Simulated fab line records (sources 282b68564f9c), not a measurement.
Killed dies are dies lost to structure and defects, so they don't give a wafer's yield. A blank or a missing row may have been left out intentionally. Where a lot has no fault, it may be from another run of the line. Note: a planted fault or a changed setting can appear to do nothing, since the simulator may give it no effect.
Which of the tools did it? + flow ritCmos + 18 wafers from 6 lots sampled at 2 of the route's 202 steps

## WHAT EACH GAUGE READ, for each wafer
RIT_NRETRO_OVL_MEAS_06.
| lot  | measured    | on         | NRETRO_OVL (nm) |
|------|-------------|------------|-----------------|
| L705 | day 3 04:22 | overlay-01 | - - -           |
| L712 | day 4 09:40 | overlay-02 | 1.3 0.1 0.1     |
| L715 | day 5 02:35 | overlay-02 | -2.1 -1.4 -0.3  |
| L717 | day 5 10:09 | overlay-01 | -1.9 -2.4 -1.3  |
| L719 | day 5 19:42 | overlay-02 | 1.1 -0.9 -1.3   |
| L724 | day 7 01:52 | overlay-01 | -3.7 -3.0 -1.7  |

## TOOL THAT RAN EACH LOT (tool first, then ch and the chambers of the sampled wafers, then the start)
| lot  | RIT_NRETRO_EXPOSE_03              |
|------|-----------------------------------|
| L705 | ilineStepper-02 ch 0, day 3 03:53 |
| L712 | ilineStepper-02 ch 0, day 4 09:17 |
| L715 | ilineStepper-01 ch 0, day 5 02:10 |
| L717 | ilineStepper-01 ch 0, day 5 09:44 |
| L719 | ilineStepper-02 ch 0, day 5 19:16 |
| L724 | ilineStepper-02 ch 0, day 7 01:26 |
- RIT_NRETRO_EXPOSE_03: exposes mask M4, target cd 43900 nm.

## THE ANSWER, worked out from the rows above alone
Rule: the lots themselves supply what counts as usual. Put in order of their means at a reading, lots are off if they are a third of the lots or fewer, leave a main group of 4 or more, and stand apart from it by a gap of 3 or more times the standard deviation of the main group's means; of several such gaps the widest counts. The tables above print the reading to a certain number of digits; a main group whose means all agree to those digits is not used. Also off: a lot with no number at a reading for which 4 or more lots have one. The other lots that the step has rows for count as sound.
Off: at RIT_NRETRO_OVL_MEAS_06 (NRETRO_OVL), L705. Without a number there: L705. The main group has a mean of -1.2 nm with a standard deviation of 1.1.
A tool fits if, at a process step before that reading, it ran every lot that is off, and no sound lot after the first of them. Those tools and the gauges at RIT_NRETRO_OVL_MEAS_06 are tried in the same way. None of those tried fits.

## WHAT HAD BEEN PUT IN BY THE SIMULATOR
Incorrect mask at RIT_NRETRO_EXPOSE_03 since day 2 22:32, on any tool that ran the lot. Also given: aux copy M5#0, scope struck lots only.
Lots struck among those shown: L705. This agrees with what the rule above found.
